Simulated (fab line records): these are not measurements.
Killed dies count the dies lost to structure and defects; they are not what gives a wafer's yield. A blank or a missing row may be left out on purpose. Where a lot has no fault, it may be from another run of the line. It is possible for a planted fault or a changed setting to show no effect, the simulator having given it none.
A single fault, viewed from 2 desks || flow berkeley-cmos170 || each desk has only its own numbers; what lay behind them comes last

FOR THE TOOL OWNER'S DESK: litho-track-03
The tool's own readings at UCB170_V1_SOFTBAKE_08 (time 60 s): means of the sampled wafers that have a number, for each lot that ran on this tool. A lot is out of limits, marked OUT, if its mean lies more than 4 standard deviations from the usual mean; the brackets give that distance.
Columns: A = heater-power-total-W at UCB170_V1_SOFTBAKE_08, usual 56.80 W; B = plate-temp-C at UCB170_V1_SOFTBAKE_08, usual 130.01 C
{"lot": "L578", "first seen here": "day 8 00:37", "A": 56.77, "B": 129.96}
{"lot": "L580", "first seen here": "day 8 04:47", "A": 56.82, "B": 130.08}
{"lot": "L582", "first seen here": "day 8 10:30", "A": 56.82, "B": 130.04}
{"lot": "L581", "first seen here": "day 8 11:57", "A": "58.77 (+46) OUT", "B": "133.43 (+24) OUT"}
{"lot": "L587", "first seen here": "day 8 23:59", "A": "58.77 (+46) OUT", "B": "133.63 (+26) OUT"}
{"lot": "L599", "first seen here": "day 11 16:01", "A": 56.76, "B": 130.07}
Finding of this desk: L581, L587 out of limits; the first was L581 at day 8 11:57, on heater-power-total-W at UCB170_V1_SOFTBAKE_08. L578, L580, L582, L599: within limits.

THE METROLOGY DESK
What the gauges read, lot by lot, whatever tool the lot ran on: means of the sampled wafers that have a number. A lot is out of limits, marked OUT, if its mean lies more than 4 standard deviations from the usual mean; the brackets give that distance.
Columns: A = cd-nm at UCB170_V1_CD_MEAS_12, usual 699.5 nm
{"lot": "L579", "first seen here": "day 8 01:17", "A": 699.2}
{"lot": "L578", "first seen here": "day 8 01:29", "A": 700.7}
{"lot": "L580", "first seen here": "day 8 05:46", "A": 699.9}
{"lot": "L582", "first seen here": "day 8 11:39", "A": 696.3}
{"lot": "L581", "first seen here": "day 8 13:18", "A": "707.2 (+4.8) OUT"}
{"lot": "L587", "first seen here": "day 9 00:38", "A": "707.8 (+5.2) OUT"}
{"lot": "L590", "first seen here": "day 10 06:13", "A": 700.3}
{"lot": "L593", "first seen here": "day 10 12:46", "A": 700.1}
{"lot": "L596", "first seen here": "day 11 08:12", "A": 699.7}
{"lot": "L599", "first seen here": "day 11 16:43", "A": 699.8}
{"lot": "L597", "first seen here": "day 11 16:58", "A": 697.3}
{"lot": "L600", "first seen here": "day 11 17:18", "A": 698.4}
{"lot": "L598", "first seen here": "day 11 17:44", "A": 700.5}
{"lot": "L601", "first seen here": "day 11 23:26", "A": 699.4}
Finding of this desk: L581, L587 out of limits; the first was L581 at day 8 13:18, on cd-nm at UCB170_V1_CD_MEAS_12. L579, L578, L580, L582, L590, L593, L596, L599, L597, L600, L598, L601: within limits.

ALL TOGETHER
The tool owner's desk had the chance to raise an alarm at day 8 11:57 on L581, L587.
L581, L587 would have let the metrology desk raise an alarm at day 8 13:18.
On litho-track-03, each named lot ran UCB170_V1_SOFTBAKE_08.

WHAT THE SIMULATOR HAD INSERTED
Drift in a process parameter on litho-track-03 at UCB170_V1_SOFTBAKE_08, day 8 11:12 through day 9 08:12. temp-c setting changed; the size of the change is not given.
Lots struck among those shown: L581, L587.
Time in hours from fault onset to the first out-of-limits reading at each desk: tool owner's desk 1, metrology desk 2.
